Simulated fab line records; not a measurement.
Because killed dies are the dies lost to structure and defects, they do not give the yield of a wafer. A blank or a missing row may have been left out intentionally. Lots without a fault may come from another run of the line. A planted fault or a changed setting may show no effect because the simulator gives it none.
What tool caused it? | flow berkeley-cmos170 | 21 wafers from 7 lots sampled at 3 of the route's 331 steps

== WHAT EACH GAUGE READ, for each wafer ==
UCB170_PLDD_TW_MEAS_11.
lot  | measured     | on            | PLDD_TW
L664 | day 6 11:03  | film-metro-02 | 1018 1020 1020
L668 | day 6 23:56  | film-metro-01 | 1018 1019 1024
L669 | day 7 11:38  | film-metro-04 | 1006 999 996
L675 | day 8 07:44  | film-metro-01 | 1017 1019 1018
L680 | day 9 14:31  | film-metro-04 | 1002 1003 997
L679 | day 9 14:55  | film-metro-04 | 1072 1072 1074 1071 1074 1071
L686 | day 10 23:35 | film-metro-04 | 1010 1011 1004

== WHICH TOOL RAN EACH LOT (tool, then ch and the chambers of the sampled wafers, then the start) ==
lot  | UCB170_NVT_STRIP_08                  | UCB170_PLDD_IMPLANT_09
L664 | plasma-asher-03 ch 0,1, day 5 11:40  | implanter-03 ch 0, day 6 10:48
L668 | plasma-asher-01 ch 0,1, day 6 07:10  | implanter-03 ch 0, day 6 23:41
L669 | plasma-asher-02 ch 0,1, day 6 14:47  | implanter-01 ch 0, day 7 11:23
L675 | plasma-asher-02 ch 0,1, day 7 15:03  | implanter-01 ch 0, day 8 07:28
L680 | plasma-asher-02 ch 0,1, day 8 23:44  | implanter-04 ch 0, day 9 14:17
L679 | plasma-asher-03 ch 0,1, day 9 00:11  | implanter-03 ch 0, day 9 14:40
L686 | plasma-asher-02 ch 0,1, day 10 03:28 | implanter-04 ch 0, day 10 23:20
- UCB170_NVT_STRIP_08: strips in O2.
- UCB170_PLDD_IMPLANT_09

== THE ANSWER, worked out from the rows above alone ==
Rule: usual is defined by the lots themselves. The widest of any qualifying gaps counts: lots, ordered by their means at a reading, are off when they make up no more than a third of the lots, leave a main group of 4 or more, and stand apart from it by 3 or more times the standard deviation of that group's means. If all means in a main group match to the digits the tables above print for the reading, that group is not used. Also off: a lot with no number at a reading for which 4 or more lots have one. All remaining lots with rows at the step are treated as sound.
Off: at UCB170_PLDD_TW_MEAS_11 (PLDD_TW), L679. For the main group the mean is 1011 and the standard deviation 8.5.
A tool fits if, at a process step before that reading, it ran every lot that is off, and no sound lot after the first of them. Gauges at UCB170_PLDD_TW_MEAS_11: tried the same way as those tools. Can't be told from this: 2 tools fit, plasma-asher-03 at UCB170_NVT_STRIP_08, implanter-03 at UCB170_PLDD_IMPLANT_09.

== WHAT WAS PUT IN BY THE SIMULATOR ==
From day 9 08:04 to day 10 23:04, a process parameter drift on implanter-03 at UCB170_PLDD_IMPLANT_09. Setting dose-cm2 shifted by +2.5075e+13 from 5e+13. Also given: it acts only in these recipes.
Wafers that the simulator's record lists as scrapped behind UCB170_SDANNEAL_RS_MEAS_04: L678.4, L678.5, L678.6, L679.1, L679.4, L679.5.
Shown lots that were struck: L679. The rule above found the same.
